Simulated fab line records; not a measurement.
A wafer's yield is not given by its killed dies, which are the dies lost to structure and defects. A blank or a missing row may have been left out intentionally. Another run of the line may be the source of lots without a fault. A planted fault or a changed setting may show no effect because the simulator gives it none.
fab line records -- flow berkeley-cmos170
record: lots: 5, wafers: 27
route steps=331 shown PWELL@36 SILICIDE@211 M1@238 M2@285
start-h: start of the lot's first displayed wafer, in hours after the record's first day -- wait-h: hours elapsed since this lot's preceding step -- " unchanged from the row above -- L1.1+2: several wafers, shown together as one row -- - either no value or no given start -- * or withheld: withheld -- < > ~ a bound
route shown NAME@n: a module of which the file shows steps, and the number in the route of the first -- usual: average and standard deviation across the fault-free wafers -- same: alike in all rows -- chamber/n: place in a boat -- sites: readings site by site -- _std_site: their standard deviation -- _edge_site: the outer-site mean with the inner-site mean subtracted -- radius-mm: for every site, how far away it sits from the centre of the wafer -- mask NAME#n: copy n -- behind: the tool/chamber that last shaped the wafer -- hold: why the lot was held/for how many hours/how that ended -- device: the n, p or np transistor that did not switch -- end of line: the same wafers' tests at the end of the route -- where a step has no rows: the recipe by itself -- killed: dies that structure and defects cost at the first sort, which is not the same as the wafer's yield -- map: shows each die of a wafer: x if killed, . if not, _ if none is there
set.NAME: setting as actually run; set.NAME@STEP: the setting as run at that earlier step -- model.NAME: the simulator's own value behind a step, which no gauge read
lots whose settings were changed on purpose; a table a step, a row a wafer
== steps ==
step: UCB170_PWELL_OXIDATION_02
recipe: temp-c: 1000, ambient: O2, target-thk-a: 264, ox-time-s: 1260
lot.wafer,tool,chamber,start-h,wait-h,set.ox-time-s,model.SiO2_of_PWELL_OXIDATION_02.thk-nm
L076.1,-,-,-,2.1,1260,27.18
L076.2,-,-,-,2.1,1260,27.16
L076.3,-,-,-,2.1,1260,27.51
L076.4,-,-,-,2.1,1260,27.47
L076.5,-,-,-,2.1,1260,27.26
L076.6,-,-,-,2.1,1260,27.25
L078.1,-,-,-,1.8,1260,26.01
L078.2,-,-,-,1.8,1260,26.4
L078.3,-,-,-,1.8,1260,26.1
L078.4,-,-,-,1.8,1260,26.05
L078.5,-,-,-,1.8,1260,25.59
L078.6,-,-,-,1.8,1260,25.5
L080.1,-,-,-,5.7,1260,26.26
L080.2,-,-,-,5.7,1260,25.45
L080.3,-,-,-,5.7,1260,26.25
L080.4,-,-,-,5.7,1260,25.76
L080.5,-,-,-,5.7,1260,25.92
L080.6,-,-,-,5.7,1260,26.11
L082.1,furnace-03,0,78.25,2.7,1260,26.5
L082.2,furnace-03,0,78.25,2.7,1260,26.76
L082.3,furnace-03,0,78.25,2.7,1260,26.65
L085.1,-,-,-,1.3,606.3,17.66
L085.2,-,-,-,1.3,606.3,17.99
L085.3,-,-,-,1.3,606.3,17.97
L085.4,-,-,-,1.3,606.3,18.08
L085.5,-,-,-,1.3,606.3,17.86
L085.6,-,-,-,1.3,606.3,18.33
step: UCB170_PWELL_THK_MEAS_03
recipe: reads: SiO2_of_PWELL_OXIDATION_02
usual: PWELL_OXIDE_THK: 26.5/0.55
lot.wafer,tool,chamber,start-h,wait-h,set.ox-time-s@PWELL_OXIDATION_02,PWELL_OXIDE_THK[nm]
L076.1,film-metro-02,-,-,-,1260,27.2
L076.2,film-metro-02,-,-,-,1260,27.2
L076.3,film-metro-02,-,-,-,1260,27.5
L076.4,film-metro-02,-,-,-,1260,27.5
L076.5,film-metro-02,-,-,-,1260,27.3
L076.6,film-metro-02,-,-,-,1260,27.3
L078.1,film-metro-03,-,-,-,1260,26.1
L078.2,film-metro-03,-,-,-,1260,26.4
L078.3,film-metro-03,-,-,-,1260,26.1
L078.4,film-metro-03,-,-,-,1260,26.0
L078.5,film-metro-03,-,-,-,1260,25.6
L078.6,film-metro-03,-,-,-,1260,25.5
L080.1,film-metro-03,-,-,-,1260,26.3
L080.2,film-metro-03,-,-,-,1260,25.4
L080.3,film-metro-03,-,-,-,1260,26.2
L080.4,film-metro-03,-,-,-,1260,25.8
L080.5,film-metro-03,-,-,-,1260,25.9
L080.6,film-metro-03,-,-,-,1260,26.1
L082.1,film-metro-03,-,79.60,0.0,1260,26.4
L082.2,film-metro-03,-,79.60,0.0,1260,26.7
L082.3,film-metro-03,-,79.60,0.0,1260,26.6
L085.1,film-metro-04,-,-,-,606.3,17.7
L085.2,film-metro-04,-,-,-,606.3,18.0
L085.3,film-metro-04,-,-,-,606.3,18.0
L085.4,film-metro-04,-,-,-,606.3,18.1
L085.5,film-metro-04,-,-,-,606.3,17.9
L085.6,film-metro-04,-,-,-,606.3,18.3
step: UCB170_SILICIDE_SPUTTER_01
recipe: material: Ti, target-thk-nm: 30, time-s: 25, power-w: 1500, chamber-pressure-pa: 0.5
lot.wafer,tool,chamber,start-h,wait-h,set.time-s,model.Ti_of_SILICIDE_SPUTTER_01.thk-nm
L076.1,pvd-sputter-02,-,136.91,0.0,25,29.38
L076.2,pvd-sputter-02,-,136.91,0.0,25,29.92
L076.3,pvd-sputter-02,-,136.91,0.0,25,29.42
L076.4,pvd-sputter-02,-,136.91,0.0,33.78,40.16
L076.5,pvd-sputter-02,-,136.91,0.0,33.78,40.3
L076.6,pvd-sputter-02,-,136.91,0.0,33.78,40.09
L078.1,pvd-sputter-04,-,160.86,0.0,36.28,43.11
L078.2,pvd-sputter-04,-,160.86,0.0,25,29.69
L078.3,pvd-sputter-04,-,160.86,0.0,36.28,43.52
L078.4,pvd-sputter-04,-,160.86,0.0,36.28,43.55
L078.5,pvd-sputter-04,-,160.86,0.0,25,29.91
L078.6,pvd-sputter-04,-,160.86,0.0,25,29.83
L080.1,pvd-sputter-03,-,169.97,0.0,12.23,14.37
L080.2,pvd-sputter-03,-,169.97,0.0,25,29.42
L080.3,pvd-sputter-03,-,169.97,0.0,12.23,14.39
L080.4,pvd-sputter-03,-,169.97,0.0,25,29.63
L080.5,pvd-sputter-03,-,169.97,0.0,25,29.43
L080.6,pvd-sputter-03,-,169.97,0.0,12.23,14.54
L082.1,pvd-sputter-02,-,170.59,0.0,25,29.79
L082.2,pvd-sputter-02,-,170.59,0.0,25,29.72
L082.3,pvd-sputter-02,-,170.59,0.0,25,30.35
L085.1,pvd-sputter-04,-,189.87,0.0,32.19,38.93
L085.2,pvd-sputter-04,-,189.87,0.0,32.19,38.8
L085.3,pvd-sputter-04,-,189.87,0.0,32.19,38.88
L085.4,pvd-sputter-04,-,189.87,0.0,25,29.68
L085.5,pvd-sputter-04,-,189.87,0.0,25,30.33
L085.6,pvd-sputter-04,-,189.87,0.0,25,30.37
step: UCB170_SILICIDE_RS_MEAS_02
recipe: thk-meas-gauge: four-point-probe, reads: Ti_of_SILICIDE_SPUTTER_01
usual: SILICIDE_TI_RS: 26.3/0.31
lot.wafer,tool,chamber,start-h,wait-h,set.time-s@SILICIDE_SPUTTER_01,SILICIDE_TI_RS[ohm/sq]
L076.1,film-metro-04,-,136.94,0.0,25,26.8
L076.2,film-metro-04,-,136.94,0.0,25,26.2
L076.3,film-metro-04,-,136.94,0.0,25,26.8
L076.4,film-metro-04,-,136.94,0.0,33.78,18.6
L076.5,film-metro-04,-,136.94,0.0,33.78,18.5
L076.6,film-metro-04,-,136.94,0.0,33.78,18.6
L078.1,film-metro-02,-,160.89,0.0,36.28,17.1
L078.2,film-metro-02,-,160.89,0.0,25,26.3
L078.3,film-metro-02,-,160.89,0.0,36.28,16.9
L078.4,film-metro-02,-,160.89,0.0,36.28,16.9
L078.5,film-metro-02,-,160.89,0.0,25,26.1
L078.6,film-metro-02,-,160.89,0.0,25,26.2
L080.1,film-metro-03,-,170.00,0.0,12.23,63.6
L080.2,film-metro-03,-,170.00,0.0,25,26.7
L080.3,film-metro-03,-,170.00,0.0,12.23,63.3
L080.4,film-metro-03,-,170.00,0.0,25,26.5
L080.5,film-metro-03,-,170.00,0.0,25,26.7
L080.6,film-metro-03,-,170.00,0.0,12.23,62.6
L082.1,film-metro-03,-,170.62,0.0,25,26.3
L082.2,film-metro-03,-,170.62,0.0,25,26.4
L082.3,film-metro-03,-,170.62,0.0,25,25.8
L085.1,film-metro-02,-,189.90,0.0,32.19,19.2
L085.2,film-metro-02,-,189.90,0.0,32.19,19.3
L085.3,film-metro-02,-,189.90,0.0,32.19,19.3
L085.4,film-metro-02,-,189.90,0.0,25,26.4
L085.5,film-metro-02,-,189.90,0.0,25,25.7
L085.6,film-metro-02,-,189.90,0.0,25,25.7
step: UCB170_SILICIDE_THK_MEAS_03
recipe: thk-meas-gauge: xrf, reads: Ti_of_SILICIDE_SPUTTER_01
usual: SILICIDE_TI_THK: 30.1/0.31
lot.wafer,tool,chamber,start-h,wait-h,set.time-s@SILICIDE_SPUTTER_01,SILICIDE_TI_THK[nm]
L076.1,film-metro-04,-,137.06,0.1,25,29.8
L076.2,film-metro-04,-,137.06,0.1,25,30.4
L076.3,film-metro-04,-,137.06,0.1,25,29.9
L076.4,film-metro-04,-,137.06,0.1,33.78,41.0
L076.5,film-metro-04,-,137.06,0.1,33.78,41.1
L076.6,film-metro-04,-,137.06,0.1,33.78,40.9
L078.1,film-metro-02,-,161.01,0.1,36.28,43.3
L078.2,film-metro-02,-,161.01,0.1,25,29.9
L078.3,film-metro-02,-,161.01,0.1,36.28,43.7
L078.4,film-metro-02,-,161.01,0.1,36.28,43.6
L078.5,film-metro-02,-,161.01,0.1,25,30.1
L078.6,film-metro-02,-,161.01,0.1,25,29.8
L080.1,film-metro-03,-,170.12,0.1,12.23,14.5
L080.2,film-metro-03,-,170.12,0.1,25,29.8
L080.3,film-metro-03,-,170.12,0.1,12.23,14.5
L080.4,film-metro-03,-,170.12,0.1,25,30.0
L080.5,film-metro-03,-,170.12,0.1,25,29.7
L080.6,film-metro-03,-,170.12,0.1,12.23,14.7
L082.1,film-metro-03,-,170.74,0.1,25,30.1
L082.2,film-metro-03,-,170.74,0.1,25,30.0
L082.3,film-metro-03,-,170.74,0.1,25,30.7
L085.1,film-metro-02,-,190.02,0.1,32.19,39.0
L085.2,film-metro-02,-,190.02,0.1,32.19,38.9
L085.3,film-metro-02,-,190.02,0.1,32.19,39.0
L085.4,film-metro-02,-,190.02,0.1,25,29.8
L085.5,film-metro-02,-,190.02,0.1,25,30.5
L085.6,film-metro-02,-,190.02,0.1,25,30.5
step: UCB170_M1_SPUTTER_00
recipe: material: Al, target-thk-nm: 600, time-s: 80, power-w: 6000, chamber-pressure-pa: 0.5
lot.wafer,tool,chamber,start-h,wait-h,set.time-s,model.Al_of_M1_SPUTTER_00.thk-nm
L076.1,pvd-sputter-04,-,142.44,0.0,80,593.9
L076.2,pvd-sputter-04,-,142.44,0.0,80,600.3
L076.3,pvd-sputter-04,-,142.44,0.0,80,596.3
L076.4,pvd-sputter-04,-,142.44,0.0,80,598.1
L076.5,pvd-sputter-04,-,142.44,0.0,80,599
L076.6,pvd-sputter-04,-,142.44,0.0,80,596.6
L078.1,pvd-sputter-01,-,166.47,0.0,80,605
L078.2,pvd-sputter-01,-,166.47,0.0,80,597.5
L078.3,pvd-sputter-01,-,166.47,0.0,95.4,716.4
L078.4,pvd-sputter-01,-,166.47,0.0,80,605.2
L078.5,pvd-sputter-01,-,166.47,0.0,95.4,720.8
L078.6,pvd-sputter-01,-,166.47,0.0,95.4,715.3
L080.1,pvd-sputter-02,-,175.32,0.0,40.05,302.3
L080.2,pvd-sputter-02,-,175.32,0.0,40.05,298.5
L080.3+5,pvd-sputter-02,-,175.32,0.0,80,602.3
L080.4,pvd-sputter-02,-,175.32,0.0,40.05,302.5
L080.6,pvd-sputter-02,-,175.32,0.0,80,604.4
L082.1,pvd-sputter-01,-,178.69,0.0,80,612.4
L082.2,pvd-sputter-01,-,178.69,0.0,80,607.8
L082.3,pvd-sputter-01,-,178.69,0.0,80,610.3
L085.1,pvd-sputter-01,-,195.42,0.0,80,607.9
L085.2,pvd-sputter-01,-,195.42,0.0,35.29,270.8
L085.3,pvd-sputter-01,-,195.42,0.0,35.29,270.1
L085.4,pvd-sputter-01,-,195.42,0.0,80,598.6
L085.5,pvd-sputter-01,-,195.42,0.0,80,605.1
L085.6,pvd-sputter-01,-,195.42,0.0,35.29,269.3
step: UCB170_M1_RS_MEAS_01
recipe: thk-meas-gauge: four-point-probe, reads: Al_of_M1_SPUTTER_00
usual: M1_AL_RS: 0.0483/0.00045
lot.wafer,tool,chamber,start-h,wait-h,set.time-s@M1_SPUTTER_00,M1_AL_RS[ohm/sq]
L076.1,film-metro-01,-,142.50,0.0,80,0.0492
L076.2,film-metro-01,-,142.50,0.0,80,0.0486
L076.3,film-metro-01,-,142.50,0.0,80,0.0489
L076.4,film-metro-01,-,142.50,0.0,80,0.0488
L076.5,film-metro-01,-,142.50,0.0,80,0.0487
L076.6,film-metro-01,-,142.50,0.0,80,0.0489
L078.1,film-metro-04,-,166.54,0.0,80,0.0481
L078.2,film-metro-04,-,166.54,0.0,80,0.0487
L078.3,film-metro-04,-,166.54,0.0,95.4,0.0404
L078.4,film-metro-04,-,166.54,0.0,80,0.0481
L078.5,film-metro-04,-,166.54,0.0,95.4,0.0402
L078.6,film-metro-04,-,166.54,0.0,95.4,0.0405
L080.1,film-metro-01,-,175.38,0.0,40.05,0.0981
L080.2,film-metro-01,-,175.38,0.0,40.05,0.0990
L080.3,film-metro-01,-,175.38,0.0,80,0.0484
L080.4,film-metro-01,-,175.38,0.0,40.05,0.0979
L080.5,film-metro-01,-,175.38,0.0,80,0.0485
L080.6,film-metro-01,-,175.38,0.0,80,0.0482
L082.1,film-metro-02,-,178.75,0.0,80,0.0473
L082.2,film-metro-02,-,178.75,0.0,80,0.0477
L082.3,film-metro-02,-,178.75,0.0,80,0.0475
L085.1,film-metro-04,-,195.49,0.0,80,0.0479
L085.2,film-metro-04,-,195.49,0.0,35.29,0.1097
L085.3,film-metro-04,-,195.49,0.0,35.29,0.1101
L085.4,film-metro-04,-,195.49,0.0,80,0.0487
L085.5,film-metro-04,-,195.49,0.0,80,0.0480
L085.6,film-metro-04,-,195.49,0.0,35.29,0.1102
step: UCB170_M1_THK_MEAS_02
recipe: thk-meas-gauge: xrf, reads: Al_of_M1_SPUTTER_00
usual: M1_AL_THK: 600/6.8
lot.wafer,tool,chamber,start-h,wait-h,set.time-s@M1_SPUTTER_00,M1_AL_THK[nm]
L076.1,film-metro-01,-,142.62,0.1,80,596
L076.2,film-metro-01,-,142.62,0.1,80,600
L076.3,film-metro-01,-,142.62,0.1,80,597
L076.4,film-metro-01,-,142.62,0.1,80,600
L076.5,film-metro-01,-,142.62,0.1,80,601
L076.6,film-metro-01,-,142.62,0.1,80,599
L078.1,film-metro-04,-,166.66,0.1,80,603
L078.2,film-metro-04,-,166.66,0.1,80,592
L078.3,film-metro-04,-,166.66,0.1,95.4,712
L078.4,film-metro-04,-,166.66,0.1,80,600
L078.5,film-metro-04,-,166.66,0.1,95.4,716
L078.6,film-metro-04,-,166.66,0.1,95.4,709
L080.1,film-metro-01,-,175.50,0.1,40.05,303
L080.2,film-metro-01,-,175.50,0.1,40.05,301
L080.3,film-metro-01,-,175.50,0.1,80,602
L080.4,film-metro-01,-,175.50,0.1,40.05,303
L080.5,film-metro-01,-,175.50,0.1,80,608
L080.6,film-metro-01,-,175.50,0.1,80,608
L082.1,film-metro-02,-,178.87,0.1,80,611
L082.2,film-metro-02,-,178.87,0.1,80,604
L082.3,film-metro-02,-,178.87,0.1,80,607
L085.1,film-metro-04,-,195.61,0.1,80,614
L085.2,film-metro-04,-,195.61,0.1,35.29,275
L085.3,film-metro-04,-,195.61,0.1,35.29,269
L085.4,film-metro-04,-,195.61,0.1,80,604
L085.5,film-metro-04,-,195.61,0.1,80,606
L085.6,film-metro-04,-,195.61,0.1,35.29,271
step: UCB170_M1_COAT_03
recipe: resist: BARC, temp-c: withheld, time-s: withheld, spin-rpm: 3000, resist-thk-nm: withheld
step: UCB170_M1_COAT_04
recipe: resist: KrF, spin-rpm: 1500, resist-thk-nm: 900
step: UCB170_M1_ETCH_11
recipe: chemistry: N2/H2, target-depth-a: withheld, overetch-a: withheld, target: BARC, time-s: withheld, source-w: 500, bias-w: 100, pressure-mtorr: 30, n2-flow-sccm: 100, h2-flow-sccm: 200
step: UCB170_M1_METAL_ETCH_12
recipe: chemistry: Cl2/BCl3, target: Al, stop-on: PSG, pressure-mtorr: 12, target-depth-a: 7800, over-etch-frac: 0.3, time-s: 130, icp-w: 600, bias-w: 120, Cl2_flow_sccm: 90, bcl3-flow-sccm: 45
usual: oes-product-au: 0.850/0.015
lot.wafer,tool,chamber,start-h,wait-h,set.time-s@M1_SPUTTER_00,oes-product-au
L076.1,rie-metal-03,1,144.31,-,80,0.822
L076.2,rie-metal-03,0,144.31,-,80,0.876
L076.3,rie-metal-03,0,144.31,-,80,0.865
L076.4,rie-metal-03,1,144.31,-,80,0.821
L076.5,rie-metal-03,0,144.31,-,80,0.868
L076.6,rie-metal-03,1,144.31,-,80,0.821
L078.1,rie-metal-01,1,168.44,-,80,0.850
L078.2,rie-metal-01,0,168.44,-,80,0.857
L078.3,rie-metal-01,0,168.44,-,95.4,0.953
L078.4,rie-metal-01,1,168.44,-,80,0.843
L078.5,rie-metal-01,0,168.44,-,95.4,0.955
L078.6,rie-metal-01,1,168.44,-,95.4,0.925
L080.1,rie-metal-04,1,176.90,-,40.05,0.603
L080.2,rie-metal-04,1,176.90,-,40.05,0.612
L080.3,rie-metal-04,1,176.90,-,80,0.839
L080.4,rie-metal-04,1,176.90,-,40.05,0.608
L080.5,rie-metal-04,1,176.90,-,80,0.847
L080.6,rie-metal-04,1,176.90,-,80,0.841
L082.1,rie-metal-03,0,180.77,-,80,0.883
L082.2,rie-metal-03,1,180.77,-,80,0.832
L082.3,rie-metal-03,1,180.77,-,80,0.834
L085.1,rie-metal-01,1,196.87,-,80,0.855
L085.2,rie-metal-01,0,196.87,-,35.29,0.598
L085.3,rie-metal-01,1,196.87,-,35.29,0.574
L085.4,rie-metal-01,0,196.87,-,80,0.855
L085.5,rie-metal-01,0,196.87,-,80,0.872
L085.6,rie-metal-01,1,196.87,-,35.29,0.588
step: UCB170_M2_DEVELOP_14
recipe: developer: TMAH, develop-time-s: 45, resist: KrF, dev-temp-c: 21
lot.wafer,tool,chamber,start-h,wait-h,set.develop-time-s
L076.1+2+5,litho-track-04,0,-,-,45
L076.3+4+6,litho-track-04,0,-,-,35.07
L078.1+4+6,litho-track-02,0,-,-,24.35
L078.2+3+5,litho-track-02,0,-,-,45
L080.1+5+6,litho-track-04,0,-,-,45
L080.2+3+4,litho-track-04,0,-,-,60.41
L082.1+2+3,litho-track-01,0,-,-,45
L085.1+3+4,litho-track-02,0,-,-,45
L085.2+5+6,litho-track-02,0,-,-,57.97
step: UCB170_M2_CD_MEAS_15
recipe: target-cd-nm: 700
usual: cd-nm: 699.7/0.85
lot.wafer,tool,chamber,start-h,wait-h,set.develop-time-s@M2_DEVELOP_14,cd-nm
L076.1,cd-sem-02,-,151.10,-,45,699.9
L076.2,cd-sem-02,-,151.10,-,45,701.1
L076.3,cd-sem-02,-,151.10,-,35.07,702.0
L076.4,cd-sem-02,-,151.10,-,35.07,702.6
L076.5,cd-sem-02,-,151.10,-,45,699.7
L076.6,cd-sem-02,-,151.10,-,35.07,701.7
L078.1,cd-sem-02,-,177.42,-,24.35,705.3
L078.2,cd-sem-02,-,177.42,-,45,699.0
L078.3,cd-sem-02,-,177.42,-,45,699.2
L078.4,cd-sem-02,-,177.42,-,24.35,703.6
L078.5,cd-sem-02,-,177.42,-,45,699.0
L078.6,cd-sem-02,-,177.42,-,24.35,702.9
L080.1,cd-sem-01,-,184.48,-,45,699.1
L080.2,cd-sem-01,-,184.48,-,60.41,696.3
L080.3,cd-sem-01,-,184.48,-,60.41,697.1
L080.4,cd-sem-01,-,184.48,-,60.41,696.2
L080.5,cd-sem-01,-,184.48,-,45,698.5
L080.6,cd-sem-01,-,184.48,-,45,697.8
L082.1,cd-sem-02,-,192.01,-,45,700.1
L082.2,cd-sem-02,-,192.01,-,45,700.5
L082.3,cd-sem-02,-,192.01,-,45,701.3
L085.1,cd-sem-02,-,207.08,-,45,699.1
L085.2,cd-sem-02,-,207.08,-,57.97,698.8
L085.3,cd-sem-02,-,207.08,-,45,699.8
L085.4,cd-sem-02,-,207.08,-,45,699.4
L085.5,cd-sem-02,-,207.08,-,57.97,697.0
L085.6,cd-sem-02,-,207.08,-,57.97,697.7
step: UCB170_M2_ETCH_17
recipe: chemistry: N2/H2, target-depth-a: withheld, overetch-a: withheld, target: BARC, time-s: withheld, source-w: 500, bias-w: 100, pressure-mtorr: 30, n2-flow-sccm: 100, h2-flow-sccm: 200
lot.wafer,tool,chamber,start-h,wait-h,set.develop-time-s@M2_DEVELOP_14,model.M2.cd-nm
L076.1+5,rie-diel-02,"3,1",151.26,0.0,*,700.4
L076.2,rie-diel-02,0,151.26,0.0,*,701.5
L076.3,rie-diel-02,2,151.26,0.0,*,702.1
L076.4,rie-diel-02,1,151.26,0.0,*,703
L076.6,rie-diel-02,2,151.26,0.0,*,702
L078.1,rie-diel-01,2,177.58,0.0,*,705
L078.2,rie-diel-01,1,177.58,0.0,*,698.5
L078.3,rie-diel-01,3,177.58,0.0,*,698.6
L078.4,rie-diel-01,0,177.58,0.0,*,703.5
L078.5,rie-diel-01,1,177.58,0.0,*,697.9
L078.6,rie-diel-01,0,177.58,0.0,*,703.2
L080.1,rie-diel-04,2,184.63,0.0,*,700
L080.2+4,rie-diel-04,"0,1",184.63,0.0,*,696
L080.3,rie-diel-04,1,184.63,0.0,*,696.9
L080.5,rie-diel-04,0,184.63,0.0,*,698.8
L080.6,rie-diel-04,2,184.63,0.0,*,698.9
L082.1,rie-diel-02,0,192.16,0.0,*,700.8
L082.2,rie-diel-02,3,192.16,0.0,*,700.3
L082.3,rie-diel-02,2,192.16,0.0,*,701.1
L085.1,rie-diel-01,1,207.23,0.0,*,698.2
L085.2,rie-diel-01,0,207.23,0.0,*,699.2
L085.3,rie-diel-01,2,207.23,0.0,*,698.7
L085.4,rie-diel-01,3,207.23,0.0,*,698.3
L085.5,rie-diel-01,3,207.23,0.0,*,696.2
L085.6,rie-diel-01,0,207.23,0.0,*,697.8
== key ==
split: step: UCB170_PWELL_OXIDATION_02, setting: ox-time-s, stated: 1260, by: lot
response: step: UCB170_PWELL_OXIDATION_02, reading: model.SiO2_of_PWELL_OXIDATION_02.thk-nm, change: +0.163, per: 1%, r: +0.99
response: step: UCB170_PWELL_THK_MEAS_03, reading: PWELL_OXIDE_THK, change: +0.163, per: 1%, r: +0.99
split: step: UCB170_SILICIDE_SPUTTER_01, setting: time-s, stated: 25, by: wafer
response: step: UCB170_SILICIDE_SPUTTER_01, reading: model.Ti_of_SILICIDE_SPUTTER_01.thk-nm, change: +0.299, per: 1%, r: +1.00
response: step: UCB170_SILICIDE_RS_MEAS_02, reading: SILICIDE_TI_RS, shape: bent, at-lowest: 63.2, at-stated: 26.3, at-highest: 17.0
response: step: UCB170_SILICIDE_THK_MEAS_03, reading: SILICIDE_TI_THK, change: +0.303, per: 1%, r: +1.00
split: step: UCB170_M1_SPUTTER_00, setting: time-s, stated: 80, by: wafer
response: step: UCB170_M1_SPUTTER_00, reading: model.Al_of_M1_SPUTTER_00.thk-nm, change: +6, per: 1%, r: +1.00
response: step: UCB170_M1_RS_MEAS_01, reading: M1_AL_RS, change: -0.00102, per: 1%, r: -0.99
response: step: UCB170_M1_THK_MEAS_02, reading: M1_AL_THK, change: +6.04, per: 1%, r: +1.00
response: step: UCB170_M1_METAL_ETCH_12, reading: oes-product-au, change: +0.00482, per: 1%, r: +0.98
split: step: UCB170_M2_DEVELOP_14, setting: develop-time-s, stated: 45, by: wafer
response: step: UCB170_M2_CD_MEAS_15, reading: cd-nm, change: -0.082, per: 1%, r: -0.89
response: step: UCB170_M2_ETCH_17, reading: model.M2.cd-nm, change: -0.0892, per: 1%, r: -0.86
